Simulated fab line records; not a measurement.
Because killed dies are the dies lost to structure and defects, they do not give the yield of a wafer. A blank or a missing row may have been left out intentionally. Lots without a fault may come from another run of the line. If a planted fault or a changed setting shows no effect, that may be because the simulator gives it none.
fab line records	flow ritCmos
record: lots: 7	wafers: 21	lastDay: 7
route steps=202 shown NLDD@110 PLDD@114 SPACER@125 NSD@131 PSD@142 M1@202
lots that met no fault: taken from a fault-free run of the same line
startH: hours from the record's first day to the start of the lot's first wafer shown	waitH: how many hours have passed since the lot's step before this one	" as in the row above	L1.1+2: a single row standing in for several wafers	- no value, or no start given	* or withheld: withheld	< > ~ a bound
route shown NAME@n: a module of which the file shows steps, and the number in the route of the first	usual: the fault-free wafers' mean and standard deviation	same: alike in all rows	chamber/n: place in a boat	sites: readings site by site	_std_site: their standard deviation	_edge_site: the outer-site mean with the inner-site mean subtracted	radiusMm: for every site, how far away it sits from the centre of the wafer	mask NAME#n: copy n	behind: tool/chamber where the wafer was last shaped	hold: why the lot went on hold/how many hours it stayed there/how the hold came to an end	device: which transistor (n, p or np) failed to switch	end of line: the route-end tests of the same wafers	for a step that has no rows: nothing shown but its recipe	killed: at the first sort, the dies lost to defects and structure; wafer yield is something else	map: a wafer's dies, marking killed ones x, the rest . and places with no die _
set.NAME: the setting the step ran with; set.NAME@STEP: the setting that earlier step ran with	model.NAME: the simulator's own value behind a step, which no gauge read
lots at some steps of the route; a table a step, a row a wafer
services: when a tool's chamber went out of use (startH, in hours from the record's first day, below 0 if earlier), for how many hours, and the reason
== steps ==
step: RIT_NLDD_HARDBAKE_07
recipe: resist: NOVOLAK	tempC: 140	timeS: 60
step: RIT_NLDD_IMPLANT_08
recipe: species: P	energyKev: 20	doseCm2: 5e+14	tiltDeg: 7
step: RIT_NLDD_STRIP_09
recipe: chemistry: O2	timeS: 180	resist: NOVOLAK	platenTempC: withheld	powerW: 500	pressureMtorr: 4000	o2FlowSccm: 4000
usual: drypumpMotorCurrentA: 5.8/0.56
lot.wafer	tool	chamber	startH	waitH	drypumpMotorCurrentA	rfHoursCounterH
L690.2	plasmaAsher-02	1	47.59	0.1	5.5	21
L690.3	"	0	"	"	5.9	-
L690.5	"	0	"	"	5.9	-
L700.2	plasmaAsher-02	0	92.37	0.1	5.9	26
L700.4	"	1	"	"	5.5	-
L700.6	"	0	"	"	5.9	-
L703.1	plasmaAsher-02	0	106.23	0.1	5.8	28
L703.5	"	1	"	"	5.5	-
L703.6	"	0	"	"	5.8	-
L708.1	plasmaAsher-03	1	132.97	0.1	6.6	50
L708.2	"	0	"	"	5.5	50
L708.4	"	1	"	"	6.5	-
L709.1	plasmaAsher-04	0	137.84	0.1	6.2	52
L709.4	"	1	"	"	4.7	-
L709.6	"	1	"	"	4.7	-
L710.2	plasmaAsher-02	1	142.22	0.1	5.5	32
L710.4	"	0	"	"	5.8	-
L710.5	"	0	"	"	5.9	-
L711.1	plasmaAsher-03	1	145.96	0.1	6.6	51
L711.3	"	0	"	"	5.6	-
L711.6	"	0	"	"	5.5	-
step: RIT_NLDD_TW_MEAS_10
usual: NLDD_TW: 2457/27
lot.wafer	tool	chamber	startH	waitH	NLDD_TW
L690.2	filmMetro-01	-	47.77	0.1	2431
L690.3	"	-	"	"	2424
L690.5	"	-	"	"	2426
L700.2	filmMetro-01	-	92.55	0.1	2434
L700.4	"	-	"	"	2443
L700.6	"	-	"	"	2425
L703.1	filmMetro-01	-	106.41	0.1	2421
L703.5	"	-	"	"	2432
L703.6	"	-	"	"	2412
L708.1	filmMetro-04	-	133.14	0.1	2481
L708.2	"	-	"	"	2481
L708.4	"	-	"	"	2467
L709.1	filmMetro-04	-	138.02	0.1	2474
L709.4	"	-	"	"	2490
L709.6	"	-	"	"	2493
L710.2	filmMetro-03	-	142.41	0.1	2428
L710.4	"	-	"	"	2432
L710.5	"	-	"	"	2423
L711.1	filmMetro-04	-	146.14	0.1	2485
L711.3	"	-	"	"	2487
L711.6	"	-	"	"	2491
step: RIT_PLDD_HMDS_00
recipe: primeTimeS: 60	primeTempC: 140
step: RIT_PLDD_COAT_01
recipe: resist: NOVOLAK	spinRpm: 3250	resistThkNm: 1000
step: RIT_PLDD_SOFTBAKE_02
recipe: resist: NOVOLAK	tempC: 90	timeS: 60
step: RIT_PLDD_EXPOSE_03
recipe: maskId: M8	na: 0.57	targetCdNm: 40900	doseMj: 250
step: RIT_PLDD_PEB_04
recipe: resist: NOVOLAK	tempC: withheld	timeS: withheld
step: RIT_PLDD_DEVELOP_05
recipe: resist: NOVOLAK	developTimeS: 50	devTempC: 23
step: RIT_PLDD_OVL_MEAS_06
usual: PLDD_OVL: 0.1/1.6
lot.wafer	tool	chamber	startH	waitH	PLDD_OVL[nm]
L690.2	overlay-02	-	48.68	-	-1.5
L690.3	"	-	"	"	-2.2
L690.5	"	-	"	"	-2.5
L700.2	overlay-01	-	93.58	-	0.3
L700.4	"	-	"	"	2.0
L700.6	"	-	"	"	1.8
L703.1	overlay-01	-	107.44	-	-1.7
L703.5	"	-	"	"	-1.4
L703.6	"	-	"	"	-1.8
L708.1	overlay-02	-	134.18	-	-1.4
L708.2	"	-	"	"	-1.1
L708.4	"	-	"	"	-1.3
L709.1	overlay-01	-	139.32	-	0.7
L709.4	"	-	"	"	-0.2
L709.6	"	-	"	"	0.3
L710.2	overlay-01	-	143.32	-	-1.1
L710.4	"	-	"	"	-1.0
L710.5	"	-	"	"	-0.7
L711.1	overlay-02	-	147.05	-	1.2
L711.3	"	-	"	"	1.0
L711.6	"	-	"	"	1.3
step: RIT_PLDD_HARDBAKE_07
recipe: resist: NOVOLAK	tempC: 140	timeS: 60
step: RIT_PLDD_IMPLANT_08
recipe: species: BF2	energyKev: 20	doseCm2: 9e+14	tiltDeg: 7
usual: beamEnergyKeV: 19.999/0.0062	endStationPressureTorr: 7.2e-06/3.7e-07
lot.wafer	tool	chamber	startH	waitH	beamEnergyKeV	endStationPressureTorr	model.implant.rpNm	model.implant.drpNm
L690.2	implanter-01	0	48.89	0.1	19.997	7.1e-06	17.47	9.752
L690.3	"	0	"	"	20.002	7.7e-06	17.47	9.752
L690.5	"	0	"	"	20.006	7.2e-06	17.47	9.752
L700.2	implanter-02	0	93.79	0.1	20.008	7.4e-06	17.04	9.752
L700.4	"	0	"	"	19.995	7e-06	17.04	9.752
L700.6	"	0	"	"	20.001	6.8e-06	17.04	9.752
L703.1	implanter-03	0	107.63	0.1	19.986	7.4e-06	17.66	9.752
L703.5	"	0	"	"	19.994	7e-06	17.66	9.752
L703.6	"	0	"	"	19.988	6.9e-06	17.66	9.752
L708.1	implanter-01	0	134.36	0.1	20.000	7.4e-06	17.11	9.752
L708.2	"	0	"	"	19.995	7.2e-06	17.11	9.752
L708.4	"	0	"	"	19.991	7.4e-06	17.11	9.752
L709.1	implanter-01	0	139.51	0.1	25.993	6.8e-06	21.38	11.73
L709.4	"	0	"	"	25.995	7e-06	21.38	11.73
L709.6	"	0	"	"	25.997	7.1e-06	21.38	11.73
L710.2	implanter-01	0	143.52	0.1	26.003	7.2e-06	21.33	11.73
L710.4	"	0	"	"	26.009	6.6e-06	21.33	11.73
L710.5	"	0	"	"	26.000	7.6e-06	21.33	11.73
L711.1	implanter-01	0	147.23	0.1	26.011	7.2e-06	21.92	11.73
L711.3	"	0	"	"	26.011	7.4e-06	21.92	11.73
L711.6	"	0	"	"	26.003	7.6e-06	21.92	11.73
step: RIT_PLDD_STRIP_09
recipe: chemistry: O2	timeS: 180	resist: NOVOLAK	platenTempC: withheld	powerW: 500	pressureMtorr: 4000	o2FlowSccm: 4000
usual: drypumpMotorCurrentA: 5.8/0.49
lot.wafer	tool	chamber	startH	waitH	drypumpMotorCurrentA	rfHoursCounterH
L690.2	plasmaAsher-01	1	49.01	0.1	5.0	42
L690.3	"	1	"	"	5.1	-
L690.5	"	0	"	"	5.4	-
L700.2	plasmaAsher-02	1	93.91	0.1	5.5	26
L700.4	"	0	"	"	5.9	-
L700.6	"	0	"	"	5.9	-
L703.1	plasmaAsher-03	1	107.78	0.1	6.6	47
L703.5	"	0	"	"	5.5	-
L703.6	"	1	"	"	6.6	-
L708.1	plasmaAsher-03	0	134.51	0.1	5.6	50
L708.2	"	1	"	"	6.6	50
L708.4	"	1	"	"	6.6	-
L709.1	plasmaAsher-03	0	139.66	0.1	5.6	51
L709.4	"	0	"	"	5.6	-
L709.6	"	1	"	"	6.6	-
L710.2	plasmaAsher-01	1	143.65	0.1	5.0	3
L710.4	"	1	"	"	5.1	-
L710.5	"	0	"	"	5.4	-
L711.1	plasmaAsher-02	1	147.38	0.1	5.5	32
L711.3	"	0	"	"	5.9	-
L711.6	"	1	"	"	5.5	-
step: RIT_PLDD_TW_MEAS_10
usual: PLDD_TW: 2317/21
lot.wafer	tool	chamber	startH	waitH	PLDD_TW
L690.2	filmMetro-04	-	49.20	0.1	2336
L690.3	"	-	"	"	2343
L690.5	"	-	"	"	2350
L700.2	filmMetro-01	-	94.10	0.1	2291
L700.4	"	-	"	"	2285
L700.6	"	-	"	"	2288
L703.1	filmMetro-03	-	107.95	0.1	2308
L703.5	"	-	"	"	2313
L703.6	"	-	"	"	2310
L708.1	filmMetro-04	-	134.69	0.1	2321
L708.2	"	-	"	"	2335
L708.4	"	-	"	"	2325
L709.1	filmMetro-03	-	139.83	0.1	2473
L709.4	"	-	"	"	2472
L709.6	"	-	"	"	2469
L710.2	filmMetro-01	-	143.83	0.1	2454
L710.4	"	-	"	"	2461
L710.5	"	-	"	"	2461
L711.1	filmMetro-01	-	147.56	0.1	2479
L711.3	"	-	"	"	2474
L711.6	"	-	"	"	2465
step: RIT_SPACER_CLEAN_00
recipe: chemistry: SC1	mix: 3:3:50	timeS: 600	tempC: 75
step: RIT_SPACER_CLEAN_01
recipe: chemistry: dHF	dilution: 50:1	timeS: 30
step: RIT_SPACER_CLEAN_02
recipe: chemistry: SC2	mix: 3:3:50	timeS: 600	tempC: 75	dry: n2Spin
step: RIT_SPACER_CVD_03
recipe: material: Si3N4	targetThkNm: 250	tempC: 810	precursor: SiH2Cl2/NH3	timeS: 3300	pressureMtorr: 300	sih2cl2FlowSccm: 60	nh3FlowSccm: 150
step: RIT_SPACER_THK_MEAS_04
recipe: reads: Si3N4_of_SPACER_CVD_03
usual: SPACER_NITRIDE_THK: 249.6/2.5
lot.wafer	tool	chamber	startH	waitH	SPACER_NITRIDE_THK[nm]
L690.2	filmMetro-03	-	51.54	0.0	248.6
L690.3	"	-	"	"	248.0
L690.5	"	-	"	"	249.0
L700.2	filmMetro-02	-	96.47	0.0	253.7
L700.4	"	-	"	"	254.0
L700.6	"	-	"	"	255.5
L703.1	filmMetro-03	-	111.29	0.0	252.2
L703.5	"	-	"	"	248.9
L703.6	"	-	"	"	250.6
L708.1	filmMetro-02	-	137.06	0.0	247.5
L708.2	"	-	"	"	248.0
L708.4	"	-	"	"	244.2
L709.1	filmMetro-02	-	142.21	0.0	248.3
L709.4	"	-	"	"	249.5
L709.6	"	-	"	"	248.2
L710.2	filmMetro-02	-	146.17	0.0	253.5
L710.4	"	-	"	"	253.4
L710.5	"	-	"	"	250.8
L711.1	filmMetro-02	-	150.11	0.0	253.1
L711.3	"	-	"	"	252.7
L711.6	"	-	"	"	254.2
step: RIT_SPACER_ETCHBACK_05
recipe: targetDepthA: 2500	SF6_flow_sccm: 30	CHF3_flow_sccm: 30	target: Si3N4	chemistry: SF6/CHF3	pressureMtorr: 40	rfW: 250	timeS: 240	stopOn: SiO2
usual: drypumpMotorCurrentA: 5.3/0.48	oesProductAu: 0.845/0.016	throttleValvePct: 10.29/0.12
lot.wafer	tool	chamber	startH	waitH	drypumpMotorCurrentA	oesProductAu	rfHoursCounterH	throttleValvePct
L690.2	rieDiel-04	1	51.59	0.0	5.0	0.840	38	10.21
L690.3	"	3	"	"	5.7	0.854	6	10.41
L690.5	"	2	"	"	5.1	0.840	-	10.28
L700.2	rieDiel-03	2	96.52	0.0	6.3	0.840	47	10.63
L700.4	"	1	"	"	5.2	0.866	3	10.41
L700.6	"	1	"	"	5.2	0.876	-	10.43
L703.1	rieDiel-01	0	111.35	0.1	4.9	0.831	33	10.33
L703.5	"	0	"	"	4.9	0.829	-	10.33
L703.6	"	1	"	"	4.7	0.851	-	10.25
L708.1	rieDiel-01	3	137.12	0.1	4.9	0.841	148	10.12
L708.2	"	0	"	"	4.8	0.823	33	10.33
L708.4	"	1	"	"	4.7	0.831	16	10.25
L709.1	rieDiel-01	3	142.27	0.1	4.9	0.848	148	10.14
L709.4	"	0	"	"	4.8	0.817	34	10.33
L709.6	"	3	"	"	5.0	0.848	-	10.11
L710.2	rieDiel-03	2	146.22	0.0	6.2	0.841	48	10.61
L710.4	"	0	"	"	5.3	0.829	-	10.25
L710.5	"	2	"	"	6.3	0.842	-	10.62
L711.1	rieDiel-04	2	150.17	0.1	5.0	0.845	5	10.28
L711.3	"	3	"	"	5.7	0.869	7	10.40
L711.6	"	2	"	"	5.1	0.854	-	10.29
step: RIT_NSD_HMDS_00
recipe: primeTimeS: 60	primeTempC: 140
step: RIT_NSD_COAT_01
recipe: resist: NOVOLAK	spinRpm: 3250	resistThkNm: 1000
step: RIT_NSD_SOFTBAKE_02
recipe: resist: NOVOLAK	tempC: 90	timeS: 60
step: RIT_NSD_EXPOSE_03
recipe: maskId: M9	na: 0.57	targetCdNm: 40700	doseMj: 250
step: RIT_NSD_PEB_04
recipe: resist: NOVOLAK	tempC: withheld	timeS: withheld
step: RIT_NSD_DEVELOP_05
recipe: resist: NOVOLAK	developTimeS: 50	devTempC: 23
step: RIT_NSD_OVL_MEAS_06
usual: NSD_OVL: -0.4/1.3
lot.wafer	tool	chamber	startH	waitH	NSD_OVL[nm]
L690.2	overlay-02	-	52.59	-	0.5
L690.3	"	-	"	"	-0.8
L690.5	"	-	"	"	-0.4
L700.2	overlay-02	-	97.53	-	-1.3
L700.4	"	-	"	"	-0.9
L700.6	"	-	"	"	-0.7
L703.1	overlay-01	-	112.47	-	0.2
L703.5	"	-	"	"	0.3
L703.6	"	-	"	"	0.8
L708.1	overlay-01	-	138.25	-	0.8
L708.2	"	-	"	"	-0.2
L708.4	"	-	"	"	-0.9
L709.1	overlay-02	-	143.40	-	0.0
L709.4	"	-	"	"	2.0
L709.6	"	-	"	"	-0.6
L710.2	overlay-01	-	147.23	-	0.2
L710.4	"	-	"	"	-0.9
L710.5	"	-	"	"	-0.4
L711.1	overlay-02	-	151.17	-	-2.1
L711.3	"	-	"	"	-1.9
L711.6	"	-	"	"	-0.7
step: RIT_NSD_HARDBAKE_07
recipe: resist: NOVOLAK	tempC: 140	timeS: 60
step: RIT_NSD_IMPLANT_08
recipe: species: P	energyKev: 25	doseCm2: 1e+15	tiltDeg: 7
step: RIT_NSD_STRIP_09
recipe: chemistry: O2	timeS: 180	resist: NOVOLAK	platenTempC: withheld	powerW: 500	pressureMtorr: 4000	o2FlowSccm: 4000
usual: drypumpMotorCurrentA: 5.4/0.49
lot.wafer	tool	chamber	startH	waitH	drypumpMotorCurrentA	rfHoursCounterH
L690.2	plasmaAsher-01	1	52.92	0.1	5.1	43
L690.3	"	1	"	"	5.0	-
L690.5	"	0	"	"	5.4	-
L700.2	plasmaAsher-01	1	97.86	0.1	5.0	48
L700.4	"	0	"	"	5.4	-
L700.6	"	0	"	"	5.4	-
L703.1	plasmaAsher-02	0	112.81	0.1	5.9	28
L703.5	"	0	"	"	5.9	-
L703.6	"	1	"	"	5.5	-
L708.1	plasmaAsher-01	0	138.58	0.1	5.4	2
L708.2	"	1	"	"	5.0	2
L708.4	"	0	"	"	5.4	-
L709.1	plasmaAsher-04	1	143.73	0.1	4.7	53
L709.4	"	1	"	"	4.7	-
L709.6	"	1	"	"	4.8	-
L710.2	plasmaAsher-01	0	147.56	0.1	5.4	3
L710.4	"	0	"	"	5.4	-
L710.5	"	1	"	"	5.1	-
L711.1	plasmaAsher-02	0	151.66	0.1	5.9	33
L711.3	"	0	"	"	5.9	-
L711.6	"	0	"	"	5.9	-
step: RIT_NSD_TW_MEAS_10
usual: NSD_TW: 3083/30
lot.wafer	tool	chamber	startH	waitH	NSD_TW
L690.2	filmMetro-03	-	53.11	0.1	3078
L690.3	"	-	"	"	3071
L690.5	"	-	"	"	3056
L700.2	filmMetro-03	-	98.04	0.1	3068
L700.4	"	-	"	"	3087
L700.6	"	-	"	"	3084
L703.1	filmMetro-01	-	112.98	0.1	3039
L703.5	"	-	"	"	3030
L703.6	"	-	"	"	3034
L708.1	filmMetro-04	-	138.76	0.1	3121
L708.2	"	-	"	"	3109
L708.4	"	-	"	"	3122
L709.1	filmMetro-04	-	143.91	0.1	3100
L709.4	"	-	"	"	3091
L709.6	"	-	"	"	3101
L710.2	filmMetro-04	-	147.74	0.1	3145
L710.4	"	-	"	"	3144
L710.5	"	-	"	"	3134
L711.1	filmMetro-03	-	151.84	0.1	3063
L711.3	"	-	"	"	3060
L711.6	"	-	"	"	3061
step: RIT_PSD_HMDS_00
recipe: primeTimeS: 60	primeTempC: 140
step: RIT_PSD_COAT_01
recipe: resist: NOVOLAK	spinRpm: 3250	resistThkNm: 1000
step: RIT_PSD_SOFTBAKE_02
recipe: resist: NOVOLAK	tempC: 90	timeS: 60
step: RIT_PSD_EXPOSE_03
recipe: maskId: M10	na: 0.57	targetCdNm: 40900	doseMj: 250
step: RIT_PSD_PEB_04
recipe: resist: NOVOLAK	tempC: withheld	timeS: withheld
step: RIT_PSD_DEVELOP_05
recipe: resist: NOVOLAK	developTimeS: 50	devTempC: 23
step: RIT_PSD_OVL_MEAS_06
usual: PSD_OVL: -0.8/1.3
lot.wafer	tool	chamber	startH	waitH	PSD_OVL[nm]
L690.2	overlay-01	-	54.02	-	-2.2
L690.3	"	-	"	"	-0.3
L690.5	"	-	"	"	-1.2
L700.2	overlay-01	-	98.95	-	-0.4
L700.4	"	-	"	"	0.9
L700.6	"	-	"	"	1.8
L703.1	overlay-02	-	113.89	-	-2.8
L703.5	"	-	"	"	-2.8
L703.6	"	-	"	"	-2.1
L708.1	overlay-01	-	139.82	-	-0.7
L708.2	"	-	"	"	-0.1
L708.4	"	-	"	"	-1.2
L709.1	overlay-02	-	144.82	-	0.8
L709.4	"	-	"	"	-0.1
L709.6	"	-	"	"	0.1
L710.2	overlay-02	-	148.65	-	1.2
L710.4	"	-	"	"	1.4
L710.5	"	-	"	"	0.3
L711.1	overlay-02	-	152.90	-	0.5
L711.3	"	-	"	"	2.2
L711.6	"	-	"	"	1.7
step: RIT_PSD_HARDBAKE_07
recipe: resist: NOVOLAK	tempC: 140	timeS: 60
step: RIT_PSD_IMPLANT_08
recipe: species: BF2	energyKev: 27	doseCm2: 5e+15	tiltDeg: 7
step: RIT_PSD_STRIP_09
recipe: chemistry: O2	timeS: 180	resist: NOVOLAK	platenTempC: withheld	powerW: 500	pressureMtorr: 4000	o2FlowSccm: 4000
usual: drypumpMotorCurrentA: 5.5/0.61
lot.wafer	tool	chamber	startH	waitH	drypumpMotorCurrentA	rfHoursCounterH
L690.2	plasmaAsher-04	0	54.35	0.1	6.2	43
L690.3	"	0	"	"	6.2	-
L690.5	"	1	"	"	4.8	-
L700.2	plasmaAsher-01	0	99.28	0.1	5.4	48
L700.4	"	1	"	"	5.0	-
L700.6	"	1	"	"	5.1	-
L703.1	plasmaAsher-03	1	114.23	0.1	6.6	48
L703.5	"	1	"	"	6.6	-
L703.6	"	0	"	"	5.6	-
L708.1	plasmaAsher-01	0	140.15	0.1	5.4	2
L708.2	"	1	"	"	5.1	2
L708.4	"	1	"	"	5.1	-
L709.1	plasmaAsher-04	0	145.15	0.1	6.2	53
L709.4	"	1	"	"	4.7	-
L709.6	"	1	"	"	4.8	-
L710.2	plasmaAsher-01	0	148.98	0.1	5.4	3
L710.4	"	1	"	"	5.0	-
L710.5	"	0	"	"	5.4	-
L711.1	plasmaAsher-01	0	153.24	0.1	5.4	4
L711.3	"	0	"	"	5.4	-
L711.6	"	1	"	"	5.0	-
step: RIT_SDANNEAL_RS_MEAS_06
recipe: thkMeasGauge: four-point-probe
usual: PLDD_RS: 178.7/0.53
lot.wafer	tool	chamber	startH	waitH	PLDD_RS[ohm/sq]
L690.2	filmMetro-03	-	55.30	0.1	178.3
L690.3	"	-	"	"	178.7
L690.5	"	-	"	"	178.4
L700.2	filmMetro-01	-	100.20	0.1	179.0
L700.4	"	-	"	"	178.7
L700.6	"	-	"	"	178.9
L703.1	filmMetro-04	-	115.16	0.1	178.3
L703.5	"	-	"	"	178.4
L703.6	"	-	"	"	178.9
L708.1	filmMetro-03	-	141.14	0.1	179.4
L708.2	"	-	"	"	179.5
L708.4	"	-	"	"	179.3
L709.1	filmMetro-01	-	146.26	0.1	163.6
L709.4	"	-	"	"	163.5
L709.6	"	-	"	"	163.6
L710.2	filmMetro-03	-	149.96	0.1	163.7
L710.4	"	-	"	"	164.2
L710.5	"	-	"	"	163.3
L711.1	filmMetro-01	-	154.14	0.1	163.0
L711.3	"	-	"	"	163.0
L711.6	"	-	"	"	163.5
step: RIT_M1_PROBE_99
usual: killedAtFrontEnd: 6.1/2.9	killedDies: 6.2/2.9	killedOpen: 3.2/1.9	killedShort: 3/1.9
same: grossDies: 264	killed_at_M0_to_M3: 0	killed_at_M4_up: 0	killedAtBackSide: 0	killedAtContacts: 0	killedAtOther: 0
lot.wafer	tool	chamber	startH	waitH	killedAtFrontEnd	killedDies	killedOpen	killedShort	model.etest.pmosTurned.rOnOhmUm	model.etest.pmos_0p3.rOnOhmUm	model.etest.pmos_0p15.rOnOhmUm	model.etest.pldd.rsOhmSq	model.etest.pldd.lineOhmUm	model.etest.pmosTurned.driveUaUm	model.etest.pmos_0p15.driveUaUm	model.etest.pmosNarrow.driveUaUm
L690.2	prober-02	-	62.51	0.1	3	3	1	2	3445	6337	2772	516.4	164.5	190.6	256.2	99.19
L690.3	prober-02	-	62.56	0.2	4	4	1	3	3552	6340	2831	559.9	173.5	178.8	249.8	100.2
L690.5	prober-02	-	62.66	0.2	6	6	3	3	3550	6417	2783	551.6	173.4	178.9	250.9	98.12
L700.2	prober-02	-	108.72	0.1	8	8	4	4	3541	6251	2812	528	167.4	185.8	248.3	102.5
L700.4	prober-02	-	108.82	0.2	5	5	3	2	3418	6138	2739	527	163.7	191	259.6	106.6
L700.6	prober-02	-	108.92	0.2	15	15	9	6	3341	6126	2676	503.3	158.3	196.2	262.2	107.6
L703.1	prober-01	-	122.61	0.1	2	2	1	1	3500	6356	2802	513.3	162.1	184.6	253.7	102.7
L703.5	prober-01	-	122.81	0.2	7	7	5	2	3516	6404	2780	514.4	161.9	185.2	253.7	102.3
L703.6	prober-01	-	122.86	0.2	4	4	1	3	3466	6405	2768	515.5	161.3	184.7	252.4	100.2
L708.1	prober-02	-	148.44	0.1	4	4	3	1	3641	6469	2958	544.8	169	175.9	239.3	98.8
L708.2	prober-02	-	148.49	0.1	4	4	0	4	3580	6455	2898	528.1	165.7	180.3	241.5	100.2
L708.4	prober-02	-	148.59	0.2	4	4	2	2	3682	6508	2942	548.1	173.8	174.7	240.5	99.46
L709.1	prober-01	-	154.13	0.1	3	3	1	2	2943	5953	2457	338.1	105.3	239.2	297.5	112.6
L709.4	prober-01	-	154.28	0.2	5	5	0	5	2984	5950	2470	334.1	106.3	233.5	291.4	110.5
L709.6	prober-01	-	154.38	0.2	10	10	5	5	2997	5884	2476	336.8	105.6	232.8	292.2	112.8
L710.2	prober-02	-	158.72	0.1	5	5	2	3	2996	5992	2454	342.8	107.8	226.1	288.8	106.9
L710.4	prober-02	-	158.82	0.2	7	7	3	4	3040	6118	2492	340.1	107.2	220	281	102.1
L710.5	prober-02	-	158.87	0.2	5	5	5	0	2942	6002	2397	338.8	105.8	232.7	294.3	105.1
L711.1	prober-01	-	161.53	0.1	4	4	1	3	2874	5945	2347	311.9	98.3	237.6	302.1	105.8
L711.3	prober-01	-	161.63	0.2	10	10	3	7	2880	5966	2367	315.1	100.6	236.3	297.2	106
L711.6	prober-01	-	161.78	0.2	6	6	3	3	2937	6078	2410	316.2	99.39	229.6	291.9	103.8
killed by level:class
L690.2 GATE:geometricParticle:short=2 SILICIDE:geometricParticle:open=1
L690.3 GATE:geometricParticle:short=2 FOX1:geometricParticle:short=1 GATE:geometricParticle:open=1
L690.5 GATE:geometricParticle:short=2 FOX2:geometricParticle:open=1 GATE:geometricParticle:open=1 REOX:geometricParticle:open=1 SILICIDE:geometricParticle:short=1
L700.2 GATE:geometricParticle:open=2 FOX1:geometricParticle:short=1 FOX2:geometricParticle:short=1 GATE:geometricParticle:short=1 SPACER:geometricParticle:short=1 SPACER:geometricParticle:open=1 SILICIDE:geometricParticle:open=1
L700.4 GATE:geometricParticle:open=1 REOX:geometricParticle:open=1 SPACER:geometricParticle:short=1 SILICIDE:geometricParticle:open=1 SILICIDE:geometricParticle:short=1
L700.6 FOX1:geometricParticle:open=3 FOX1:geometricParticle:short=2 GATE:geometricParticle:open=2 FOX2:geometricParticle:open=1 GATE:geometricParticle:short=1 REOX:geometricParticle:short=1 REOX:geometricParticle:open=1 SPACER:geometricParticle:open=1
L703.1 GATE:geometricParticle:short=1 SPACER:geometricParticle:open=1
L703.5 GATE:geometricParticle:open=2 FOX1:geometricParticle:open=1 FOX2:geometricParticle:open=1 GATE:geometricParticle:short=1 REOX:geometricParticle:short=1 SPACER:geometricParticle:open=1
L703.6 GATE:geometricParticle:short=2 FOX2:geometricParticle:open=1 REOX:geometricParticle:short=1
L708.1 GATE:geometricParticle:open=2 REOX:geometricParticle:short=1 REOX:geometricParticle:open=1
L708.2 GATE:geometricParticle:short=3 REOX:geometricParticle:short=1
L708.4 GATE:geometricParticle:open=2 FOX1:geometricParticle:short=1 REOX:geometricParticle:short=1
L709.1 FOX2:geometricParticle:short=2 GATE:geometricParticle:open=1
L709.4 SPACER:geometricParticle:short=2 FOX1:geometricParticle:short=1 GATE:geometricParticle:short=1 REOX:geometricParticle:short=1
L709.6 FOX1:geometricParticle:short=2 REOX:geometricParticle:open=2 FOX1:geometricParticle:open=1 FOX2:geometricParticle:open=1 FOX2:geometricParticle:short=1 GATE:geometricParticle:short=1 REOX:geometricParticle:short=1 SPACER:geometricParticle:open=1
L710.2 GATE:geometricParticle:short=3 REOX:geometricParticle:open=2
L710.4 FOX1:geometricParticle:short=1 GATE:geometricParticle:short=1 REOX:geometricParticle:open=1 SPACER:geometricParticle:open=1 SPACER:geometricParticle:short=1 SILICIDE:geometricParticle:short=1 SILICIDE:geometricParticle:open=1
L710.5 FOX2:geometricParticle:open=1 GATE:geometricParticle:open=1 REOX:geometricParticle:open=1 SPACER:geometricParticle:open=1 SILICIDE:geometricParticle:open=1
L711.1 GATE:geometricParticle:short=3 FOX1:geometricParticle:open=1
L711.3 GATE:geometricParticle:short=4 GATE:geometricParticle:open=2 FOX1:geometricParticle:short=1 REOX:geometricParticle:open=1 SPACER:geometricParticle:short=1 SILICIDE:geometricParticle:short=1
L711.6 FOX2:geometricParticle:open=1 FOX2:geometricParticle:short=1 GATE:geometricParticle:open=1 REOX:geometricParticle:open=1 REOX:geometricParticle:short=1 SILICIDE:geometricParticle:short=1
== services ==
tool	chamber	startH	hours	kind
rieDiel-04	-	35.76	0.5	repair
rieDiel-01	2	37.40	-	clean
rieDiel-01	2	37.40	17.1	scheduledDown
rieDiel-01	2	37.40	17.1	ventCycle
rieDiel-03	-	47.60	1.2	repair
rieDiel-01	-	50.60	2.8	pm
rieDiel-04	-	69.31	1.4	repair
rieDiel-04	-	73.54	14.6	pm
rieDiel-04	0	93.44	3.0	repair
rieDiel-04	3	103.23	16.1	repair
plasmaAsher-02	-	105.11	0.7	repair
plasmaAsher-01	-	108.85	9.0	pm
plasmaAsher-01	0	108.85	9.0	ventCycle
plasmaAsher-01	1	108.85	9.0	ventCycle
plasmaAsher-01	0	117.85	-	clean
plasmaAsher-01	1	117.85	-	clean
rieDiel-03	3	143.22	4.3	repair
implanter-02	-	146.47	5.1	repair
rieDiel-04	0	148.37	21.6	repair
plasmaAsher-04	-	151.20	3.0	repair
rieDiel-04	2	152.20	4.1	repair
== key ==
firstSign: step: RIT_PLDD_IMPLANT_08	reading: beamEnergyKeV	direction: up	sigmas: 99+	usual: 19.999	struck: 26.002
effect: step: RIT_PLDD_TW_MEAS_10	reading: PLDD_TW	direction: up	sigmas: 7	usual: 2317	struck: 2467
effect: step: RIT_SDANNEAL_RS_MEAS_06	reading: PLDD_RS	direction: down	sigmas: 29	usual: 178.7	struck: 163.5
modelEffect: step: RIT_PLDD_IMPLANT_08	value: implant.rpNm	without: 17.49	struck: 21.54
modelEffect: step: RIT_M1_PROBE_99	value: etest.pmosTurned.rOnOhmUm	without: 3499	struck: 2955
metAt RIT_PLDD_IMPLANT_08
struckWafers L709.1,L709.4,L709.6,L710.2,L710.4,L710.5,L711.1,L711.3,L711.6
testerLeftOut L709,L710,L711
onsetBetween 134.36 139.51
fault: kind: processParameterDrift	tool: implanter-01	chamber: -	onsetH: 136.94	steps: RIT_PLDD_IMPLANT_08	channel: energyKev	offset: 6	shape: step	endH: 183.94	actsIn: theseRecipesOnly	stated: 20
testerLeftOut: of these lots the tester's yield and bins aren't shown, on N5 and GAA mostly nor the transistor test; their killed dies are dies lost to structure and defects alone, not to doping, threshold or leakage, so they don't give the yield
